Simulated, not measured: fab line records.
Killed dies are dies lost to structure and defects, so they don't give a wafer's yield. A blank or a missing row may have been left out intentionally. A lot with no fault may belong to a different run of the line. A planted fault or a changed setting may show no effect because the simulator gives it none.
Problem report in the 8D (eight disciplines) form, filled by code + flow berkeleyCmos170 + the parts of the form that need people (team, actions taken, sign-off) are left out

== 1. PROBLEM STATEMENT ==
NLDD_TW at UCB170_NLDD_TW_MEAS_11 reads a mean of 2335 on 6 wafers of 2 lots; wafers without a fault read 2211 with a standard deviation of 21. Measured from the usual mean, that is +5.9 standard deviations.
Earliest sighting: wafer L812.3 on filmMetro-04 at day 9 17:55. Wafers with a number at this step in the record: 42, from 14 lots. The rule behind "out" and "out of limits": a value lying over 4 standard deviations away from the usual mean. All remaining wafers that have a number are taken as sound.

== 2. WHAT IT IS, AND WHAT IT ISN'T ==
| question                    | is                     | is not                                                                                 |
|-----------------------------|------------------------|----------------------------------------------------------------------------------------|
| which readings at this step | NLDD_TW                | -                                                                                      |
| which lots                  | L812, L813             | L800, L801, L802, L804, L805, L806, L807, L808, L818, L820, L821, L823                 |
| which wafers of those lots  | all that have a number | -                                                                                      |
| read on which gauges        | filmMetro-04           | filmMetro-01, filmMetro-03                                                             |
| when                        | from day 9 17:55       | up to then (24 sound wafers); but 12 sound wafers of L818, L820, L821, L823 came after |

== 3. WHAT RULES OUT EACH SUSPECT ==
Counting: a tool stays on the suspect list if, at a process step up to the reading, it processed all lots that are out and no sound lot following the first of them.
- ruled out: the gauge at UCB170_NLDD_TW_MEAS_11. All the wafers that are out were read on filmMetro-04, but those of them that UCB170_NLDD_IMPLANT_08 has rows for are out there too, on other tools.
- lithoTrack-04 at UCB170_GATE_SOFTBAKE_08 (time 61.06 s): ruled out as a lasting fault. Following L812 (day 9 14:13), the first lot on it that is out, the sound lots L818, L821 were run on it. With no start given for some of its lots, UCB170_GATE_SOFTBAKE_08 uses the hours and lot order of UCB170_GATE_STRIP_16.
- implanter-03 at UCB170_NLDD_IMPLANT_08: kept. All lots that are out passed through it, beginning with L812 at day 9 17:32, and no sound lot followed; its final sound lot before that point was L808 at day 8 15:18. Out on those wafers are its own readings of beamEnergyKeV.
The count leaves implanter-03 at UCB170_NLDD_IMPLANT_08.

== 4. THE CAUSE (what the simulator had put in) ==
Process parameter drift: implanter-03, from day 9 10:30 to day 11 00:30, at UCB170_NLDD_IMPLANT_08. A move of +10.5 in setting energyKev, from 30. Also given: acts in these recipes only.
The count eliminated every tool but this one.

== 5. THE EFFECT CHAIN, in route order ==
Each row: a reading whose mean over the struck wafers that have a number lies more than 3 standard deviations from the usual. Scope: only readings with a usual standard deviation given in the record; hours: median across lots of the time from each lot's start at the first step in this table that gives one to its start at this step; sigmas: change in usual standard deviations.
| hours | step                       | reading       | usual        | on struck wafers | change  | sigmas      |
|-------|----------------------------|---------------|--------------|------------------|---------|-------------|
| 0     | UCB170_NLDD_IMPLANT_08     | beamEnergyKeV | 29.998       | 40.486           | +10.488 | +99 or more |
| 0     | UCB170_NLDD_TW_MEAS_11     | NLDD_TW       | 2211         | 2335             | +124    | +5.9        |
| 11    | UCB170_SDANNEAL_RS_MEAS_05 | NLDD_RS       | 616.2 ohm/sq | 575.6            | -40.6   | -31         |
Its process steps:
- UCB170_NLDD_IMPLANT_08
Later measuring or inspecting steps at which every struck wafer that the step has a row for has a number for every such reading, and none has moved that far: UCB170_PSD_TW_MEAS_10.

== 6. HOW IT WOULD HAVE BEEN CAUGHT EARLIER ==
In this record the first reading out of limits at a measuring or inspecting step was taken at day 9 17:55, 7 hours after the fault began at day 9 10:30.
The tool's own readings at UCB170_NLDD_IMPLANT_08 were out on every struck wafer that the step has a row for (beamEnergyKeV): an alarm limit on them would have fired on the first of those.
L813, from the lots that are out (2), started UCB170_NLDD_IMPLANT_08 on implanter-03 later than day 9 17:55. It would have been spared by a hold on the tool at that moment.
